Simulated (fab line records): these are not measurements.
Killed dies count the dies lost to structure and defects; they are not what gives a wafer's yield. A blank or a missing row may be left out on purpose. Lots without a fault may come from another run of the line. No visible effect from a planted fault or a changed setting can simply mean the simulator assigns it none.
Split-lot experiment    flow rit cmos    route with 202 steps; 5 lots, 23 wafers read

== THE SPLIT ITSELF ==
At RIT_NRETRO_IMPLANT_08, the setting energy kev was moved away from the recipe's 70 on 5 of the 23 wafers read, by -5.1% to +2.1%. This setting was run at the recipe's value on the other wafers.

The reading comes from the split's own step.

== THE READING ==
implant.drp nm (the simulator's own value, which no gauge read), in nm, at RIT_NRETRO_IMPLANT_08. The file gives no usual value for it.

wafer   tool, chamber at the split  energy kev as run  against the recipe  implant.drp nm, nm  against lot-mates on the recipe
L076.1  implanter-02, 0             70                 recipe              33.94               -
L076.2  implanter-02, 0             70                 recipe              33.94               -
L076.4  implanter-02, 0             70                 recipe              33.94               -
L076.5  implanter-02, 0             70                 recipe              33.94               -
L076.6  implanter-02, 0             70                 recipe              33.94               -
L077.2  implanter-02, 0             70                 recipe              33.94               -
L077.3  implanter-02, 0             70                 recipe              33.94               -
L077.6  implanter-02, 0             70                 recipe              33.94               -
L077.4  implanter-02, 0             66.43              -5.1%               32.46               -1.48
L077.5  implanter-02, 0             66.43              -5.1%               32.46               -1.48
L081.3  implanter-03, 0             70                 recipe              33.94               -
L081.4  implanter-03, 0             70                 recipe              33.94               -
L081.5  implanter-03, 0             70                 recipe              33.94               -
L082.1  implanter-01, 0             70                 recipe              33.94               -
L082.2  implanter-01, 0             70                 recipe              33.94               -
L082.3  implanter-01, 0             70                 recipe              33.94               -
L082.5  implanter-01, 0             70                 recipe              33.94               -
L082.6  implanter-01, 0             70                 recipe              33.94               -
L083.1  implanter-01, 0             70                 recipe              33.94               -
L083.2  implanter-01, 0             70                 recipe              33.94               -
L083.3  implanter-01, 0             71.47              +2.1%               34.54               +0.60
L083.5  implanter-01, 0             71.47              +2.1%               34.54               +0.60
L083.6  implanter-01, 0             71.47              +2.1%               34.54               +0.60

FIT RESULTS
A straight line over all 23 wafers: implant.drp nm changes by +0.289 nm for each +1% of energy kev; r = +1.00; the points scatter about the line by 0.0028 nm.
The same after taking each lot's own level away (the mean of its wafers on the recipe; 23 wafers): +0.289 nm for each +1%; r = +1.00; scatter 0.0028 nm.
According to that fit, moving energy kev by its largest amount changes the reading by 1.5 nm.
The lots' own levels span 33.940 to 33.940 nm.
Hence the lot-to-lot level has little effect on the slope; both slopes agree.
Check: -1.47 nm against its lot-mates is what the line predicts for one of the wafers moved furthest among these (-5.1%) when that wafer is left out of the fit. It came out at -1.48 nm against them.

== OTHER SPLITS ON THESE WAFERS ==
Before the reading, these wafers also passed through other splits. Each is held against what the fit with the lots' levels taken away leaves over:
other split on the same wafers     wafers away from the commonest value  r with implant.drp nm (lot level and that fit taken away)
RIT_ACTIVE_COAT_06 resist thk nm   9                                     +0.04
RIT_ACTIVE_SOFTBAKE_07 temp c      9                                     -0.29
RIT_ACTIVE_ETCH_13 over etch frac  4                                     +0.20
RIT_FOX1_OXIDATION_00 temp c       10                                    +0.25
RIT_NWELL_COAT_01 resist thk nm    7                                     -0.24
RIT_NWELL_IMPLANT_08 dose cm2      9                                     -0.35
RIT_PWELL_COAT_01 resist thk nm    8                                     -0.14
RIT_PWELL_IMPLANT_08 dose cm2      8                                     -0.46

== THE WHOLE CHAIN: every reading that the file lists as answering this split, in the file's order ==
step                   what it does  reading                                                          change (the file's fit)                r (the file's)
RIT_NRETRO_IMPLANT_08                implant.rp nm (the simulator's own value, which no gauge read)   +0.877 nm for each +1% of the setting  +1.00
RIT_NRETRO_IMPLANT_08                implant.drp nm (the simulator's own value, which no gauge read)  +0.29 nm for each +1% of the setting   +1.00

== FILE'S OWN FIT ==
implant.drp nm changes by +0.29 nm for each +1% of energy kev, r = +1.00.
